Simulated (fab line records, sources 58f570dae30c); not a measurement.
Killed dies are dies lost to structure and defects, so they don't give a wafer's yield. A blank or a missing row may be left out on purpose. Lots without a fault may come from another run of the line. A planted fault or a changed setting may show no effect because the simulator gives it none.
Tool commonality check | flow berkeley_cmos170 | 10 lots, 33 wafers sampled

WHY IT WAS OPENED
At UCB170_V2_THK_MEAS_04 the reading V2_POLISHED_THK is flagged on 1 of 10 lots. Wafers without a fault read 1000.3 nm, standard deviation 1.3.
Rule: a lot is flagged when every wafer of it that has a number lies more than 4 standard deviations from that mean, or none has a number. The other lots count as sound.

lot  | measured     | on            | V2_POLISHED_THK (nm), wafer by wafer | flag
L647 | day 8 14:21  | film_metro-03 | 1002.0 1001.3 1003.1                 |
L649 | day 8 22:41  | film_metro-04 | 998.1 1002.1 998.1                   |
L648 | day 8 23:19  | film_metro-04 | 1001.0 999.6 1002.8                  |
L650 | day 9 11:22  | film_metro-04 | 1001.7 1001.3 1000.9                 |
L653 | day 10 06:17 | film_metro-03 | 924.1 926.1 926.1 924.6 925.0 925.1  | FLAGGED
L661 | day 11 23:12 | film_metro-04 | 1001.8 1002.2 1001.1                 |
L662 | day 11 23:53 | film_metro-04 | 1000.4 1002.1 1001.7                 |
L667 | day 12 11:07 | film_metro-04 | 998.9 1000.5 999.7                   |
L666 | day 12 12:02 | film_metro-03 | 1001.6 1000.7 998.2                  |
L669 | day 13 00:44 | film_metro-02 | 1001.6 1000.2 999.7                  |
The numbers of the flagged lots are 925.2 nm on average: -75.1 nm against the usual, or -58 standard deviations.

WHICH TOOL RAN EACH LOT
The record holds 1 process step before the reading, out of a route of 331 steps. In each cell: the tool, then ch and the chambers that the sampled wafers went through, then the start.
lot  | flag    | UCB170_V2_CMP_02
L647 |         | cmp-02 ch 0,1,2, day 8 13:56
L649 |         | cmp-01 ch 1,3, day 8 22:16
L648 |         | cmp-02 ch 1,2,3, day 8 22:53
L650 |         | cmp-02 ch 0,2, day 9 10:59
L653 | FLAGGED | cmp-01 ch 2,3, day 10 01:47
L661 |         | cmp-02 ch 0,2,3, day 11 22:53
L662 |         | cmp-02 ch 1,2,3, day 11 23:31
L667 |         | cmp-02 ch 1,3, day 12 10:42
L666 |         | cmp-02 ch 0,1,3, day 12 11:37
L669 |         | cmp-02 ch 1,2,3, day 13 00:25
What these steps do:
- UCB170_V2_CMP_02: polishes SiO2.
- UCB170_V2_THK_MEAS_04

FLAGGED OVER TOTAL, TOOL BY TOOL (the gauges that took the reading come last)
step                  | tool          | lots run | flagged | share of the flagged lots | sound lots run after its first flagged lot
UCB170_V2_CMP_02      | cmp-01        | 2        | 1       | all                       | 0
UCB170_V2_CMP_02      | cmp-02        | 8        | 0       | none                      | -
UCB170_V2_THK_MEAS_04 | film_metro-02 | 1        | 0       | none                      | -
UCB170_V2_THK_MEAS_04 | film_metro-03 | 3        | 1       | all                       | 1 (L666)
UCB170_V2_THK_MEAS_04 | film_metro-04 | 6        | 0       | none                      | -

WHAT THE TABLE ALLOWS
2 rows of the table ran every flagged lot: cmp-01 at UCB170_V2_CMP_02, film_metro-03 at UCB170_V2_THK_MEAS_04.
- cmp-01 at UCB170_V2_CMP_02: 1 of its 2 lots flagged. Its last sound lot is L649 (day 8 22:16), its first flagged lot L653 (day 10 01:47): a fault that began between those two fits.
- film_metro-03 at UCB170_V2_THK_MEAS_04: 1 of its 3 lots flagged. Sound lots ran on it after the first flagged one (L666), which a lasting fault on the whole tool wouldn't allow.
One tool is left: cmp-01 at UCB170_V2_CMP_02.

WHAT THE SIMULATOR HAD PUT IN
Process parameter drift: cmp-01, from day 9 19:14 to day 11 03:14, at UCB170_V2_CMP_02. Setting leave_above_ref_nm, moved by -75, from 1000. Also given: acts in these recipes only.
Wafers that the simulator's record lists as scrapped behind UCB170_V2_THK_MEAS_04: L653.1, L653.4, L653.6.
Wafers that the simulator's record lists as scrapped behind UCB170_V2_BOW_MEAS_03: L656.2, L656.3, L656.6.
Lots struck among those shown: L653. The rule above found the same.
